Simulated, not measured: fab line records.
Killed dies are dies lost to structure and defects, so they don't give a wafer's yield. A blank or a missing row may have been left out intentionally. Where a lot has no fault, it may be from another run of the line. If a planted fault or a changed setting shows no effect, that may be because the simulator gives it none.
A single fault, viewed from 2 desks ; flow berkeleyCmos170 ; numbers are kept per desk, each desk with only its own; the story behind them comes last

## AT THE TOOL OWNER'S DESK: implanter-02
The tool's own readings at UCB170_NVT_IMPLANT_07, given as means over the sampled wafers that have a number, one for each lot that went through this tool. Any lot whose mean is over 4 standard deviations away from the usual mean is out of limits and marked OUT; that distance is given in the brackets.
Columns: A = doseIonsCm2 at UCB170_NVT_IMPLANT_07, usual 3e+12; B = faradayCurrentUA at UCB170_NVT_IMPLANT_07, usual 9.53
lot;first seen here;A;B
L494;day 7 00:10;3e+12;9.37
L500;day 7 23:49;3e+12;9.50
L502;day 8 07:02;3e+12;9.58
L505;day 8 20:13;3e+12;9.46
L516;day 10 21:55;2e+12 (-99 or more) OUT;7.49 (-9.7) OUT
L515;day 10 22:39;2e+12 (-99 or more) OUT;7.46 (-9.8) OUT
Finding of this desk: L515, L516 out of limits; the first was L516 at day 10 21:55, on doseIonsCm2 at UCB170_NVT_IMPLANT_07. In limits: L494, L500, L502, L505.

## FROM THE METROLOGY DESK
What the gauges read, lot by lot, whatever tool the lot ran on: means of the sampled wafers that have a number. Any lot whose mean is over 4 standard deviations away from the usual mean is out of limits and marked OUT; that distance is given in the brackets.
Columns: A = NVT_TW at UCB170_NVT_TW_MEAS_09, usual 523; B = PVT_TW at UCB170_PVT_TW_MEAS_09, usual 511; C = FIELD_OXIDE_LEFT_2_THK at UCB170_FIELD_THK_MEAS_91, usual 355 nm
lot;first seen here;A;B;C
L494;day 7 00:25;515;512;362
L500;day 8 00:03;533;509;339
L503;day 8 06:25;521;516;357
L501;day 8 07:10;532;512;355
L502;day 8 07:17;514;508;367
L504;day 8 20:11;514;513;352
L505;day 8 20:26;531;511;349
L507;day 9 12:11;530;516;351
L506;day 9 12:41;530;513;353
L510;day 9 17:56;519;502;346
L512;day 9 18:00;519;511;354
L516;day 10 22:10;480 (-7.0) OUT;515;361
L517;day 10 22:40;529;515;345
L515;day 10 22:54;485 (-6.2) OUT;506;364
Finding of this desk: L515, L516 out of limits, first seen on L516 at day 10 22:10 (NVT_TW at UCB170_NVT_TW_MEAS_09). In limits: L494, L500, L503, L501, L502, L504, L505, L507, L506, L510, L512, L517.

## TAKEN TOGETHER
An alarm could have come from the tool owner's desk at day 10 21:55, on L515, L516.
An alarm was possible from the metrology desk at day 10 22:10, on L515, L516.
UCB170_NVT_IMPLANT_07 was run on implanter-02 by each of the lots named.

## WHAT THE SIMULATOR HAD PUT IN
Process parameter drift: implanter-02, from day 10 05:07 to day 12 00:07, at UCB170_NVT_IMPLANT_07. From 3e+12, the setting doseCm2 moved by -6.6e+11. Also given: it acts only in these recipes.
Shown lots that were struck: L515, L516.
Fault start to first reading out of limits, in hours, per desk: tool owner, 17; metrology, 17.
